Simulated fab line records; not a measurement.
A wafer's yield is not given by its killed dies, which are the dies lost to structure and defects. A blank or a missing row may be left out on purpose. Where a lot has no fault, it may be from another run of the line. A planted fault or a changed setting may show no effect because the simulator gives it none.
The tool behind it: which one? | flow berkeleyCmos170 | 45 wafers from 15 lots sampled at 4 of the route's 331 steps

== WHAT EACH GAUGE READ, for each wafer ==
UCB170_NSD_TW_MEAS_10. Usual: NSD_TW 4188, standard deviation 32.
lot  | measured     | on           | NSD_TW         | flag
L250 | day 8 02:35  | filmMetro-03 | 4190 4195 4202 | 
L252 | day 8 02:17  | filmMetro-03 | 4215 4223 4217 | 
L251 | day 8 02:17  | filmMetro-02 | 4157 4128 4131 | 
L253 | day 8 02:50  | filmMetro-01 | 4192 4189 4213 | 
L257 | day 9 19:34  | filmMetro-01 | 4204 4199 4188 | 
L258 | day 10 01:26 | filmMetro-02 | 4140 4140 4143 | 
L259 | day 10 01:50 | filmMetro-03 | 4228 4217 4228 | 
L260 | day 10 11:28 | filmMetro-02 | 4120 4128 4154 | 
L261 | day 10 11:11 | filmMetro-01 | 4199 4215 4202 | 
L262 | day 11 05:00 | filmMetro-02 | 4167 4170 4165 | 
L263 | day 11 04:43 | filmMetro-01 | 4207 4172 4175 | 
L268 | day 12 01:04 | filmMetro-01 | 4220 4205 4217 | 
L270 | day 12 18:03 | filmMetro-01 | 4197 4189 4221 | 
L271 | day 12 17:44 | filmMetro-03 | 4189 4205 4206 | 
L272 | day 12 18:08 | filmMetro-03 | 4240 4225 4235 | 

UCB170_CONTACT_CD_MEAS_90: the cd target is 700 nm. Usual: cdNm reads 699.7 nm (standard deviation 1.8).
lot  | measured     | on       | cdNm (nm)         | flag
L250 | day 8 10:58  | cdSem-02 | 699.3 699.5 701.1 | 
L252 | day 8 10:35  | cdSem-02 | 699.3 700.6 701.8 | 
L251 | day 8 08:32  | cdSem-02 | 699.2 699.1 698.1 | 
L253 | day 8 11:18  | cdSem-01 | 700.3 701.2 699.8 | 
L257 | day 10 01:43 | cdSem-02 | 700.5 697.5 700.6 | 
L258 | day 10 09:43 | cdSem-02 | 699.9 699.1 700.3 | 
L259 | day 10 09:58 | cdSem-01 | 700.2 701.7 699.2 | 
L260 | day 10 17:31 | cdSem-02 | 702.1 700.3 698.5 | 
L261 | day 10 17:24 | cdSem-01 | 698.3 694.6 697.4 | 
L262 | day 11 17:11 | cdSem-02 | 699.5 699.2 699.4 | 
L263 | day 11 15:04 | cdSem-01 | 701.2 698.4 700.0 | 
L268 | day 12 13:26 | cdSem-01 | 700.3 699.4 699.7 | 
L270 | day 13 01:37 | cdSem-01 | 700.4 701.9 699.3 | 
L271 | day 13 00:31 | cdSem-01 | 703.4 703.2 702.4 | 
L272 | day 13 02:32 | cdSem-02 | 699.5 700.3 699.8 | 

UCB170_V1_BOW_MEAS_03. Usual: V1_BOW 19 um, standard deviation 6.7.
lot  | measured     | on           | V1_BOW (um) | flag
L250 | day 8 15:43  | filmMetro-04 | 15 20 25    | 
L252 | day 8 14:22  | filmMetro-01 | 13 24 3     | 
L251 | day 8 13:02  | filmMetro-01 | 16 19 30    | 
L253 | day 8 15:59  | filmMetro-04 | 27 25 12    | 
L257 | day 10 20:40 | filmMetro-01 | 14 26 30    | 
L258 | day 10 21:02 | filmMetro-01 | 13 19 26    | 
L259 | day 10 21:39 | filmMetro-02 | 15 15 15    | 
L260 | day 10 22:31 | filmMetro-04 | 22 24 22    | 
L261 | day 10 21:56 | filmMetro-02 | 20 19 21    | 
L262 | day 11 21:56 | filmMetro-01 | 16 13 15    | 
L263 | day 11 20:35 | filmMetro-04 | 21 18 20    | 
L268 | day 12 17:53 | filmMetro-04 | 11 15 17    | 
L270 | day 13 06:08 | filmMetro-04 | 6 15 7      | 
L271 | day 13 04:38 | filmMetro-01 | 22 21 15    | 
L272 | day 13 07:40 | filmMetro-01 | 30 14 3     | 

== EACH LOT AND THE TOOL THAT RAN IT (in order: tool; ch and the chambers of the sampled wafers; start) ==
lot  | UCB170_NWELL_CLEAN_17
L250 | wetBench-04 ch 0, day 2 14:45
L252 | wetBench-03 ch 2, day 2 21:49
L251 | wetBench-04 ch 3, day 2 21:58
L253 | wetBench-03 ch 3, day 3 05:53
L257 | wetBench-02 ch 1, day 4 03:55
L258 | wetBench-04 ch 2, day 4 04:19
L259 | wetBench-03 ch 3, day 4 11:55
L260 | wetBench-03 ch 1, day 4 18:50
L261 | wetBench-03 ch 3, day 4 19:17
L262 | wetBench-04 ch 0, day 5 03:09
L263 | wetBench-03 ch 0, day 5 10:19
L268 | wetBench-04 ch 2, day 6 17:38
L270 | wetBench-02 ch 1, day 6 23:19
L271 | wetBench-04 ch 2, day 7 02:17
L272 | wetBench-04 ch 2, day 7 02:17
- UCB170_NWELL_CLEAN_17: cleans in SPM, time 600 s.

== AS READ BY THE TOOLS THEMSELVES (means over the sampled wafers that have a number; for cases with no such wafer, the mark the record gives instead) ==
UCB170_NWELL_CLEAN_17. Usual: bathGuardTempC 120.0 C, standard deviation 0.54; bathHeatDutyPct 12.7 %, standard deviation 0.92.
lot  | tool        | bathGuardTempC (C) | bathHeatDutyPct (%) | flag
L250 | wetBench-04 | 119.5              | 13.5                | 
L252 | wetBench-03 | 119.8              | 12.8                | 
L251 | wetBench-04 | 120.5              | 14.1                | 
L253 | wetBench-03 | 119.8              | 13.1                | 
L257 | wetBench-02 | 120.6              | 12.6                | 
L258 | wetBench-04 | 119.6              | 12.6                | 
L259 | wetBench-03 | 120.0              | 12.9                | 
L260 | wetBench-03 | 120.0              | 11.7                | 
L261 | wetBench-03 | -                  | -                   | OFF
L262 | wetBench-04 | -                  | -                   | OFF
L263 | wetBench-03 | -                  | -                   | OFF
L268 | wetBench-04 | 119.5              | 12.0                | 
L270 | wetBench-02 | 120.8              | 12.1                | 
L271 | wetBench-04 | 119.4              | 12.4                | 
L272 | wetBench-04 | 119.5              | 12.1                | 

== THE ANSWER, worked out from the rows above alone ==
Rule: lot off if the mean of its wafers having a number is beyond 3 standard deviations from the usual mean. A lot without any number at a reading at which 4 lots or more have one is off too. Where the step has rows for the other lots, those lots are counted as sound. Order of review: gauges by route order, followed by the tools' own readings, for which a lot's mean as printed above is used. At the first step where some lot is off, the reading lying furthest off is the one used; lots without a number count as furthest.
Off, at UCB170_NWELL_CLEAN_17 on bathGuardTempC: L261, L262, L263. Without a number there: L261, L262, L263.
A tool fits if, at that step or a process step before it, it ran every lot that is off, and no sound lot after the first of them. Not one of the candidates tried fits.

== WHAT THE SIMULATOR PUT IN ==
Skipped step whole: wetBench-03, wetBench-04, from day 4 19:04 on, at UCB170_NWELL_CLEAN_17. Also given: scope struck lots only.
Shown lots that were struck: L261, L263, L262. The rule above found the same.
